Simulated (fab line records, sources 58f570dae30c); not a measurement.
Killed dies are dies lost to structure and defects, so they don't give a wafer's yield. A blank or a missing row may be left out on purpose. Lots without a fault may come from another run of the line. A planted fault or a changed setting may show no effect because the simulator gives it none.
Split-lot experiment | flow berkeley_cmos170 | 5 lots, 23 wafers read, on a route of 331 steps

THE SPLIT
At UCB170_ZERO_COAT_01 (resist thk 900 nm), the setting resist_thk_nm was moved away from the recipe's 900 nm on 4 of the 23 wafers read, by +4.2% to +5.6%. The other wafers ran this setting at the recipe's value.

The reading is taken at the split's own step.

THE READING
KrF_of_ZERO_COAT_01.thk_nm (the simulator's own value, which no gauge read), in nm, at UCB170_ZERO_COAT_01 (resist thk 900 nm). The file gives no usual value for it. The 19 wafers here that ran the recipe average 899.4 nm, standard deviation 1.5 nm.

wafer  | tool, chamber at the split | resist_thk_nm as run, nm | against the recipe | KrF_of_ZERO_COAT_01.thk_nm, nm | against lot-mates on the recipe
L074.1 | litho_track-03, 0          | 900                      | recipe             | 899.1                          | -
L074.2 | litho_track-03, 0          | 900                      | recipe             | 899.9                          | -
L074.3 | litho_track-03, 0          | 900                      | recipe             | 899.3                          | -
L074.5 | litho_track-03, 0          | 900                      | recipe             | 899.7                          | -
L074.6 | litho_track-03, 0          | 900                      | recipe             | 900.9                          | -
L078.4 | litho_track-03, 0          | 900                      | recipe             | 897.6                          | -
L078.5 | litho_track-03, 0          | 900                      | recipe             | 898.5                          | -
L078.6 | litho_track-03, 0          | 900                      | recipe             | 896.6                          | -
L079.1 | litho_track-03, 0          | 900                      | recipe             | 899.5                          | -
L079.3 | litho_track-03, 0          | 900                      | recipe             | 897.6                          | -
L079.4 | litho_track-03, 0          | 900                      | recipe             | 898.2                          | -
L079.5 | litho_track-03, 0          | 900                      | recipe             | 902.1                          | -
L079.6 | litho_track-03, 0          | 900                      | recipe             | 900.2                          | -
L083.1 | litho_track-04, 0          | 938.2                    | +4.2%              | 937                            | +37.1
L083.3 | litho_track-04, 0          | 900                      | recipe             | 901.6                          | -
L083.4 | litho_track-04, 0          | 900                      | recipe             | 896.9                          | -
L083.5 | litho_track-04, 0          | 938.2                    | +4.2%              | 940.8                          | +40.9
L083.6 | litho_track-04, 0          | 900                      | recipe             | 901.2                          | -
L085.2 | litho_track-03, 0          | 950.1                    | +5.6%              | 949.6                          | +49.9
L085.3 | litho_track-03, 0          | 900                      | recipe             | 899.2                          | -
L085.4 | litho_track-03, 0          | 950.1                    | +5.6%              | 952.2                          | +52.5
L085.5 | litho_track-03, 0          | 900                      | recipe             | 899.6                          | -
L085.6 | litho_track-03, 0          | 900                      | recipe             | 900.3                          | -

THE FIT
A straight line over all 23 wafers: KrF_of_ZERO_COAT_01.thk_nm changes by +9.28 nm for each +1% of resist_thk_nm; r = +1.00; the points scatter about the line by 1.6 nm.
The same after taking each lot's own level away (the mean of its wafers on the recipe; 23 wafers): +9.19 nm for each +1%; r = +1.00; scatter 1.4 nm.
On that fit, the largest move of resist_thk_nm shifts the reading by 51 nm.
The lots' own levels span 897.57 to 899.90 nm, that is 1.6 times the standard deviation above.
So the lot-to-lot level changes the slope little: the two slopes agree.
Check: with one of the wafers moved furthest among these (+5.6%) left out of the fit, the line predicts +51.8 nm for it against its lot-mates. It came out at +49.9 nm against them.

THE WHOLE CHAIN: every reading that the file lists as answering this split, in the file's order
step                 | what it does      | reading                                                                     | change (the file's fit)              | r (the file's)
UCB170_ZERO_COAT_01  | resist thk 900 nm | KrF_of_ZERO_COAT_01.thk_nm (the simulator's own value, which no gauge read) | +9.19 nm for each +1% of the setting | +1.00
UCB170_ZERO_STRIP_07 | strips in O2      | strip_time_to_endpoint_s                                                    | withheld for each +1% of the setting | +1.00

THE FILE'S OWN FIT
KrF_of_ZERO_COAT_01.thk_nm changes by +9.19 nm for each +1% of resist_thk_nm, r = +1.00.
